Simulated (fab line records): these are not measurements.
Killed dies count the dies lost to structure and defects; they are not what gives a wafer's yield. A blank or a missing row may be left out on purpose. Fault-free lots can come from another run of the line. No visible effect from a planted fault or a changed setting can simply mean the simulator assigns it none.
fab line records    flow berkeley_cmos170    part 2 of 2: steps 31 to 44 of 44
[record] lots = 5  wafers = 15  last_day = 12
route steps=331 shown ACTIVE@73 PFIELD@79 FIELD@89 SACOX@97 SCREENOX@100 NVT@104 PVT@115
lots untouched by any fault: they come from a run of this same line in which no faults occurred
start_h: hours from the record's first day to the start of the lot's first wafer shown    wait_h: how many hours have passed since the lot's step before this one    " unchanged from the row above    L1.1+2: a single row standing in for several wafers    - either no value or no given start    * or withheld: withheld    < > ~ a bound
route shown NAME@n: NAME is a module with steps in the file, n the number in the route of the first one    usual: the fault-free wafers' mean and standard deviation    same: alike in all rows    chamber/n: place in a boat    sites: readings site by site    _std_site: the standard deviation of these    _edge_site: the outer-site mean with the inner-site mean subtracted    radius_mm: how far each site lies from the wafer's centre    mask NAME#n: copy n    behind: tool/chamber where the wafer was last shaped    hold: why the lot went on hold/how many hours it stayed there/how the hold came to an end    device: names the non-switching transistor (n, p or np)    end of line: the tests these same wafers got at the end of their route    where a step has no rows: the recipe by itself    killed: dies that structure and defects cost at the first sort, which is not the same as the wafer's yield    map: shows each die of a wafer: x if killed, . if not, _ if none is there
set.NAME: the run value of the setting; set.NAME@STEP: its run value at that earlier step    model.NAME: the simulator's own value behind a step, which no gauge read
certain route steps with their lots: each step a table, each wafer a row
services: a tool's chamber out of use, with start hour (start_h, from the record's first day; less than 0 if before it), hours out, and reason
[[steps]]
[step UCB170_SCREENOX_ANNEAL_03]
[recipe] temp_c = 900  time_s = 900  ambient = N2
[usual] spike_tc_source_C = 920.5/1.3
lot.wafer  tool        chamber  start_h  wait_h  spike_tc_source_C
L077.1     furnace-03  0        110.20   0.1     921.1
L077.3     "           0        "        "       922.0
L077.6     "           0        "        "       921.2
L080.4     furnace-04  0        131.88   2.6     919.1
L080.5     "           0        "        "       920.0
L080.6     "           0        "        "       919.0
L084.3     furnace-04  0        148.09   0.4     918.4
L084.4     "           0        "        "       919.7
L084.5     "           0        "        "       919.0
L090.1     furnace-02  0        170.37   1.2     921.2
L090.2     "           0        "        "       920.0
L090.5     "           0        "        "       923.4
L097.3     furnace-04  0        220.07   3.4     920.7
L097.4     "           0        "        "       920.1
L097.6     "           0        "        "       918.7
[step UCB170_NVT_HMDS_00]
[recipe] prime_time_s = 60  prime_temp_c = 100
lot.wafer   tool            chamber  start_h  wait_h
L077.1+3+6  litho_track-02  0        111.45   0.0
L080.4+5+6  litho_track-02  0        133.20   0.1
L084.3+4+5  litho_track-02  0        149.87   0.5
L090.1+2+5  litho_track-03  0        171.92   0.3
L097.3+4+6  litho_track-01  0        221.37   0.1
[step UCB170_NVT_COAT_01]
[recipe] resist = KrF  spin_rpm = 1500  resist_thk_nm = 900
lot.wafer   tool            chamber  start_h  wait_h
L077.1+3+6  litho_track-02  0        111.60   0.1
L080.4+5+6  litho_track-02  0        133.35   0.1
L084.3+4+5  litho_track-02  0        150.02   0.1
L090.1+2+5  litho_track-03  0        172.07   0.1
L097.3+4+6  litho_track-01  0        221.52   0.1
[step UCB170_NVT_SOFTBAKE_02]
[recipe] resist = KrF  temp_c = 130  time_s = 60
[usual] plate_temp_C = 130.02/0.15
lot.wafer  tool            chamber  start_h  wait_h  plate_temp_C
L077.1     litho_track-02  0        111.75   0.1     129.93
L077.3     "               0        "        "       130.00
L077.6     "               0        "        "       129.90
L080.4     litho_track-02  0        133.50   0.1     130.20
L080.5     "               0        "        "       130.03
L080.6     "               0        "        "       130.03
L084.3     litho_track-02  0        150.17   0.1     129.98
L084.4     "               0        "        "       129.82
L084.5     "               0        "        "       130.02
L090.1     litho_track-03  0        172.22   0.1     129.73
L090.2     "               0        "        "       129.73
L090.5     "               0        "        "       129.71
L097.3     litho_track-01  0        221.67   0.1     129.96
L097.4     "               0        "        "       130.04
L097.6     "               0        "        "       130.16
[step UCB170_NVT_EXPOSE_03]
[recipe] mask_id = PWELL  target_cd_nm = 3000  na = 0.5  sigma_outer = 0.6  source_shape = conventional  dose_mj = 30
lot.wafer   tool            chamber  start_h  wait_h  mask
L077.1+3+6  krf_scanner-02  0        111.90   0.1     PWELL#0
L080.4+5+6  krf_scanner-02  0        133.76   0.2     PWELL#0
L084.3+4+5  krf_scanner-01  0        150.65   0.4     PWELL#0
L090.1+2+5  krf_scanner-02  0        172.50   0.2     PWELL#0
L097.3+4+6  krf_scanner-02  0        221.81   0.1     PWELL#0
[step UCB170_NVT_PEB_04]
[recipe] peb_temp_c = 130  peb_time_s = withheld  resist = KrF
[usual] plate_temp_C = 130.00/0.13
lot.wafer  tool            chamber  start_h  wait_h  plate_temp_C
L077.1     litho_track-03  0        112.02   0.1     130.06
L077.3     "               0        "        "       130.05
L077.6     "               0        "        "       129.93
L080.4     litho_track-02  0        134.10   0.3     130.00
L080.5     "               0        "        "       129.85
L080.6     "               0        "        "       129.73
L084.3     litho_track-02  0        151.67   1.0     129.76
L084.4     "               0        "        "       129.88
L084.5     "               0        "        "       129.65
L090.1     litho_track-01  0        172.71   0.2     129.81
L090.2     "               0        "        "       129.98
L090.5     "               0        "        "       129.90
L097.3     litho_track-01  0        222.09   0.3     130.14
L097.4     "               0        "        "       129.95
L097.6     "               0        "        "       129.96
[step UCB170_NVT_DEVELOP_05]
[recipe] developer = TMAH  develop_time_s = 45  resist = KrF  dev_temp_c = 21
lot.wafer   tool            chamber  start_h  wait_h
L077.1+3+6  litho_track-03  0        -        -
L080.4+5+6  litho_track-02  0        -        -
L084.3+4+5  litho_track-02  0        -        -
L090.1+2+5  litho_track-01  0        -        -
L097.3+4+6  litho_track-01  0        -        -
[step UCB170_NVT_OVL_MEAS_06]
[usual] NVT_OVL = 1/5.9
lot.wafer  tool        chamber  start_h  wait_h  NVT_OVL[nm]
L077.1     overlay-02  -        112.29   -       -5
L077.3     "           -        "        "       -8
L077.6     "           -        "        "       1
L080.4     overlay-01  -        134.32   -       -5
L080.5     "           -        "        "       -4
L080.6     "           -        "        "       3
L084.3     overlay-02  -        151.91   -       8
L084.4     "           -        "        "       6
L084.5     "           -        "        "       15
L090.1     overlay-01  -        172.99   -       -7
L090.2     "           -        "        "       -2
L090.5     "           -        "        "       -10
L097.3     overlay-02  -        222.33   -       -6
L097.4     "           -        "        "       -1
L097.6     "           -        "        "       4
[step UCB170_NVT_IMPLANT_07]
[recipe] species = BF2  dose_cm2 = 3e+12  energy_kev = 50  tilt_deg = 7
lot.wafer   tool          chamber  start_h  wait_h
L077.1+3+6  implanter-01  0        112.33   0.0
L080.4+5+6  implanter-01  0        134.41   0.1
L084.3+4+5  implanter-04  0        151.99   0.1
L090.1+2+5  implanter-01  0        173.02   0.0
L097.3+4+6  implanter-01  0        222.41   0.1
[step UCB170_NVT_STRIP_08]
[recipe] chemistry = O2  power_w = 400  pressure_mtorr = 3500  platen_temp_c = withheld  o2_flow_sccm = 400  overash_fraction = 0.5
[usual] drypump_motor_current_A = 5.97/0.16  oes_product_au = 0.734/0.0039  strip_time_to_endpoint_s = 21.67/0.062
lot.wafer  tool             chamber  start_h  wait_h  drypump_motor_current_A  oes_product_au  rf_hours_counter_h  strip_time_to_endpoint_s
L077.1     plasma_asher-03  0        112.48   0.1     6.00                     0.730           40                  21.72
L077.3     "                1        "        "       5.74                     0.733           -                   21.70
L077.6     "                0        "        "       6.00                     0.735           -                   21.69
L080.4     plasma_asher-02  0        134.52   0.1     5.90                     0.729           -                   21.65
L080.5     "                1        "        "       6.09                     0.730           -                   21.66
L080.6     "                0        "        "       5.91                     0.735           -                   21.73
L084.3     plasma_asher-04  1        152.12   0.1     6.22                     0.733           -                   21.61
L084.4     "                0        "        "       5.79                     0.731           -                   21.65
L084.5     "                0        "        "       5.81                     0.735           -                   21.70
L090.1     plasma_asher-03  0        173.17   0.1     6.00                     0.725           48                  21.79
L090.2     "                1        "        "       5.70                     0.736           48                  21.71
L090.5     "                1        "        "       5.71                     0.741           -                   21.74
L097.3     plasma_asher-03  1        222.54   0.1     5.74                     0.740           -                   21.71
L097.4     "                0        "        "       6.04                     0.732           -                   21.68
L097.6     "                1        "        "       5.72                     0.729           -                   21.63
[step UCB170_NVT_TW_MEAS_09]
[usual] NVT_TW = 522.1/2.1
lot.wafer  tool           chamber  start_h  wait_h  NVT_TW
L077.1     film_metro-02  -        112.58   0.1     521.1
L077.3     "              -        "        "       520.7
L077.6     "              -        "        "       524.1
L080.4     film_metro-04  -        134.62   0.1     523.4
L080.5     "              -        "        "       525.6
L080.6     "              -        "        "       523.3
L084.3     film_metro-02  -        152.28   0.1     523.5
L084.4     "              -        "        "       528.5
L084.5     "              -        "        "       522.5
L090.1     film_metro-01  -        173.27   0.1     518.8
L090.2     "              -        "        "       521.2
L090.5     "              -        "        "       520.8
L097.3     film_metro-02  -        222.63   0.1     522.6
L097.4     "              -        "        "       519.4
L097.6     "              -        "        "       521.6
[step UCB170_NVT_CLEAN_10]
[recipe] chemistry = SPM  temp_c = 120  time_s = 600
lot.wafer   tool          chamber  start_h  wait_h
L077.1+3+6  wet_bench-03  0        112.73   0.1
L080.4+5+6  wet_bench-03  0        134.65   0.0
L084.3+4+5  wet_bench-03  0        152.44   0.1
L090.1+2+5  wet_bench-03  3        173.76   0.5
L097.3+4+6  wet_bench-04  1        223.14   0.5
[step UCB170_PVT_HMDS_00]
[recipe] prime_time_s = 60  prime_temp_c = 100
lot.wafer   tool            chamber  start_h  wait_h
L077.1+3+6  litho_track-03  0        113.04   0.1
L080.4+5+6  litho_track-04  0        134.90   0.1
L084.3+4+5  litho_track-04  0        153.33   0.7
L090.1+2+5  litho_track-03  0        174.81   0.9
L097.3+4+6  litho_track-01  0        223.38   0.1
[step UCB170_PVT_COAT_01]
[recipe] resist = KrF  spin_rpm = 1500  resist_thk_nm = 900
lot.wafer   tool            chamber  start_h  wait_h
L077.1+3+6  litho_track-03  0        113.19   0.1
L080.4+5+6  litho_track-04  0        135.05   0.1
L084.3+4+5  litho_track-04  0        153.48   0.1
L090.1+2+5  litho_track-03  0        174.96   0.1
L097.3+4+6  litho_track-01  0        223.53   0.1
[[services]]
tool             chamber  start_h  hours  kind
implanter-02     -        76.06    2.6    repair
plasma_asher-03  -        79.67    0.7    repair
rie_diel-03      3        80.75    16.1   repair
furnace-03       -        81.64    3.8    pm
krf_scanner-01   -        91.67    0.8    pm
rie_diel-01      3        91.86    16.3   repair
krf_scanner-02   -        92.42    1.0    pm
furnace-03       -        96.61    3.6    pm
krf_scanner-02   -        103.67   1.3    pm
krf_scanner-01   -        108.35   0.8    repair
plasma_asher-02  -        108.75   9.0    pm
krf_scanner-01   -        109.67   1.3    pm
krf_scanner-02   -        114.97   0.8    pm
plasma_asher-04  -        121.70   2.8    pm
krf_scanner-01   -        134.77   0.6    repair
krf_scanner-01   -        137.20   4.4    pm
rie_diel-04      0        158.09   3.2    repair
krf_scanner-01   -        181.55   1.0    pm
plasma_asher-01  -        187.29   3.8    repair
rie_diel-04      3        193.43   1.3    repair
furnace-04       -        202.28   3.0    pm
furnace-04       -        211.96   5.4    pm
implanter-03     -        217.59   6.1    pm
rie_diel-04      -        222.43   0.9    repair
